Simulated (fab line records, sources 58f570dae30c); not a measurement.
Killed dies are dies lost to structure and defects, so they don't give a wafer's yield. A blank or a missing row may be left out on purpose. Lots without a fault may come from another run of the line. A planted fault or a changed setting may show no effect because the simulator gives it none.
Which tool did it? | flow berkeley_cmos170 | 7 lots, 21 wafers sampled, at 2 steps of a route of 331

WHAT THE GAUGES READ, wafer by wafer
UCB170_M3_RS_MEAS_02: measures by four-point-probe.
lot  | measured     | on            | M3_AL_RS (ohm/sq)
L850 | day 8 11:05  | film_metro-02 | 0.0330 0.0331 0.0333
L852 | day 8 23:13  | film_metro-02 | 0.0333 0.0329 0.0324
L855 | day 9 19:31  | film_metro-02 | 0.0325 0.0325 0.0322
L857 | day 10 01:19 | film_metro-04 | 0.0322 0.0325 0.0329
L862 | day 10 13:14 | film_metro-02 | 0.0330 0.0442 0.0332
L867 | day 11 17:24 | film_metro-04 | 0.0319 0.0313 0.0318
L870 | day 12 02:25 | film_metro-04 | 0.0322 0.0319 0.0318

WHICH TOOL RAN EACH LOT (tool, then ch and the chambers of the sampled wafers, then the start)
lot  | UCB170_M3_SPUTTER_01
L850 | pvd_sputter-01, day 8 10:59
L852 | pvd_sputter-01, day 8 23:08
L855 | pvd_sputter-04, day 9 19:26
L857 | pvd_sputter-01, day 10 01:14
L862 | pvd_sputter-01, day 10 13:08
L867 | pvd_sputter-02, day 11 17:19
L870 | pvd_sputter-02, day 12 02:17
- UCB170_M3_SPUTTER_01: material Al, target thk 900 nm, time 120 s.

THE ANSWER, worked out from the rows above alone
Rule: what is usual is taken from the lots themselves. Put in order of their means at a reading, lots are off if they are a third of the lots or fewer, leave a main group of 4 or more, and stand apart from it by a gap of 3 or more times the standard deviation of the main group's means; of several such gaps the widest counts. A main group whose means are all the same, to the digits that the tables above print for the reading, isn't used. A lot without any number at a reading at which 4 lots or more have one is off too. The other lots that the step has rows for count as sound.
Off: L862, at UCB170_M3_RS_MEAS_02 (M3_AL_RS). The main group: mean 0.0324 ohm/sq, standard deviation 0.0005.
A tool fits if, at a process step before that reading, it ran every lot that is off, and no sound lot after the first of them. The gauges at UCB170_M3_RS_MEAS_02 are tried like those tools. Can't be told from this: 2 tools fit, pvd_sputter-01 at UCB170_M3_SPUTTER_01, film_metro-02 at UCB170_M3_RS_MEAS_02.

WHAT THE SIMULATOR HAD PUT IN
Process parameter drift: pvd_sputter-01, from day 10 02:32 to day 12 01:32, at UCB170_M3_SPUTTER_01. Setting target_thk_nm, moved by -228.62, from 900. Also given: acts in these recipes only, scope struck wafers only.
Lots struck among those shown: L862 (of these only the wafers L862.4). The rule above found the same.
